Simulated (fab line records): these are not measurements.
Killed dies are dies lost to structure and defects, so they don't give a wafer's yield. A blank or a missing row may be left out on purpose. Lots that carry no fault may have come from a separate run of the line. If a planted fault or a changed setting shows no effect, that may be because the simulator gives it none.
Which tool is to blame? | flow berkeley cmos170 | 45 wafers from 15 lots sampled at 5 of the route's 331 steps

WHAT THE GAUGES SHOWED, per wafer
UCB170_CONTACT_OVL_MEAS_16. Usual: CONTACT_OVL 4 nm, standard deviation 6.2.
lot  | measured     | on         | CONTACT_OVL (nm) | flag
L911 | day 7 15:52  | overlay-01 | 7 5 5            |
L915 | day 8 14:07  | overlay-02 | 2 2 4            |
L913 | day 8 14:23  | overlay-02 | 15 7 13          |
L918 | day 8 20:32  | overlay-02 | -6 5 0           |
L917 | day 8 23:10  | overlay-01 | 274 266 269      | OFF
L921 | day 9 22:34  | overlay-02 | 255 258 256      | OFF
L922 | day 10 11:26 | overlay-02 | 259 264 262      | OFF
L927 | day 10 11:43 | overlay-02 | 2 6 1            |
L924 | day 10 14:16 | overlay-01 | 11 23 11         |
L926 | day 10 14:30 | overlay-01 | -1 2 0           |
L929 | day 11 03:49 | overlay-02 | 5 8 -1           |
L930 | day 11 04:22 | overlay-01 | 7 10 9           |
L931 | day 11 14:39 | overlay-01 | -4 -2 -5         |
L932 | day 12 01:40 | overlay-01 | 7 0 9            |
L933 | day 12 06:29 | overlay-02 | -4 -10 -5        |

UCB170_V1_OVL_MEAS_13. Usual: V1_OVL 0 nm, standard deviation 5.7.
lot  | measured     | on         | V1_OVL (nm) | flag
L911 | day 8 04:39  | overlay-02 | 2 -5 5      |
L915 | day 9 00:37  | overlay-01 | 1 -4 -3     |
L913 | day 9 01:37  | overlay-02 | 6 3 8       |
L918 | day 9 05:06  | overlay-02 | -5 -1 -3    |
L917 | day 9 08:45  | overlay-01 | -14 -5 -11  |
L921 | day 10 09:47 | overlay-01 | -2 -8 2     |
L922 | day 10 22:45 | overlay-01 | 2 1 0       |
L927 | day 10 22:38 | overlay-02 | 5 5 2       |
L924 | day 10 23:19 | overlay-01 | 0 -14 5     |
L926 | day 10 23:29 | overlay-02 | 7 -1 -4     |
L929 | day 11 14:08 | overlay-01 | 3 6 -2      |
L930 | day 11 14:16 | overlay-02 | -7 4 -6     |
L931 | day 12 01:23 | overlay-02 | 8 9 13      |
L932 | day 12 10:47 | overlay-01 | -2 -7 -5    |
L933 | day 12 16:08 | overlay-01 | 6 5 -5      |

UCB170_V2_CD_MEAS_12: the cd target is 700 nm. Usual: cd nm 700.1 nm, standard deviation 1.4.
lot  | measured     | on        | cd nm (nm)        | flag
L911 | day 8 13:43  | cd sem-01 | 700.1 700.2 698.4 |
L915 | day 9 06:36  | cd sem-01 | 701.0 701.6 700.3 |
L913 | day 9 08:13  | cd sem-01 | 701.2 701.3 700.8 |
L918 | day 9 10:50  | cd sem-01 | 700.8 699.6 699.8 |
L917 | day 9 17:10  | cd sem-02 | 700.2 699.2 699.5 |
L921 | day 10 15:14 | cd sem-01 | 703.3 702.1 702.3 |
L922 | day 11 05:53 | cd sem-02 | 702.2 699.8 700.3 |
L927 | day 11 05:10 | cd sem-02 | 701.5 701.0 701.5 |
L924 | day 11 06:39 | cd sem-02 | 700.6 700.7 700.6 |
L926 | day 11 22:17 | cd sem-02 | 696.9 698.0 695.5 |
L929 | day 11 22:34 | cd sem-01 | 699.0 697.2 698.4 |
L930 | day 11 22:44 | cd sem-02 | 699.0 697.4 699.4 |
L931 | day 12 06:57 | cd sem-01 | 701.8 701.2 700.8 |
L932 | day 12 17:53 | cd sem-02 | 699.5 698.0 699.1 |
L933 | day 12 23:40 | cd sem-01 | 699.8 700.6 699.1 |

UCB170_V2_OVL_MEAS_13. Usual: V2_OVL 3 nm, standard deviation 5.8.
lot  | measured     | on         | V2_OVL (nm) | flag
L911 | day 8 13:49  | overlay-02 | -1 -6 1     |
L915 | day 9 06:43  | overlay-02 | 7 -1 1      |
L913 | day 9 08:20  | overlay-02 | -4 -5 -4    |
L918 | day 9 10:56  | overlay-01 | -8 -4 -8    |
L917 | day 9 17:17  | overlay-01 | 10 11 11    |
L921 | day 10 15:21 | overlay-01 | 0 -1 4      |
L922 | day 11 06:01 | overlay-01 | 5 0 9       |
L927 | day 11 05:17 | overlay-02 | 4 5 11      |
L924 | day 11 06:44 | overlay-01 | 10 2 1      |
L926 | day 11 22:25 | overlay-01 | -4 6 7      |
L929 | day 11 22:41 | overlay-02 | 2 0 3       |
L930 | day 11 22:50 | overlay-02 | -7 2 -5     |
L931 | day 12 07:04 | overlay-02 | 10 9 9      |
L932 | day 12 18:00 | overlay-01 | 2 4 4       |
L933 | day 12 23:47 | overlay-02 | 7 1 -7      |

EACH LOT AND THE TOOL THAT RAN IT (in order: tool; ch and the chambers of the sampled wafers; start)
lot  | UCB170_CONTACT_EXPOSE_12
L911 | krf scanner-01 ch 0, day 7 14:57
L915 | krf scanner-01 ch 0, day 8 12:57
L913 | krf scanner-02 ch 0, day 8 13:50
L918 | krf scanner-02 ch 0, day 8 20:02
L917 | krf scanner-01 ch 0, day 8 22:28
L921 | krf scanner-01 ch 0, day 9 21:53
L922 | krf scanner-01 ch 0, day 10 10:52
L927 | krf scanner-02 ch 0, day 10 11:07
L924 | krf scanner-02 ch 0, day 10 13:07
L926 | krf scanner-02 ch 0, day 10 13:29
L929 | krf scanner-02 ch 0, day 11 02:30
L930 | krf scanner-02 ch 0, day 11 03:10
L931 | krf scanner-02 ch 0, day 11 14:08
L932 | krf scanner-02 ch 0, day 12 01:10
L933 | krf scanner-02 ch 0, day 12 05:40
- UCB170_CONTACT_EXPOSE_12: exposes mask CONT, target cd 700 nm.

AS READ BY THE TOOLS THEMSELVES (means over the sampled wafers that have a number; for cases with no such wafer, the mark the record gives instead)
The record holds no such reading with a usual standard deviation.

THE ANSWER, worked out from the rows above alone
Rule: a lot counts as off when the mean over its wafers that have a number is more than 3 standard deviations away from the usual mean. A lot without any number at a reading at which 4 lots or more have one is off too. The other lots that the step has rows for count as sound. After the gauges, taken in route order, come the tools' own readings; for these a lot's mean is taken, as printed above. At the first step where some lot is off, the reading lying furthest off is the one used; lots without a number count as furthest.
Off: L917, L921, L922, at UCB170_CONTACT_OVL_MEAS_16 (CONTACT_OVL).
A tool fits if, at a process step before that reading, it ran every lot that is off, and no sound lot after the first of them. The gauges at UCB170_CONTACT_OVL_MEAS_16 are tried like those tools. One fits: krf scanner-01 at UCB170_CONTACT_EXPOSE_12. A fault onset in the window from L915 (day 8 12:57, its last sound lot) to L917 (day 8 22:28, its first lot off) fits.

WHAT THE SIMULATOR HAD INSERTED
Scanner matching overlay: krf scanner-01, from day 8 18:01 on, at UCB170_CONTACT_EXPOSE_12. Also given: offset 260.
Lots struck among those shown: L917, L921, L922. Same finding as the rule above.
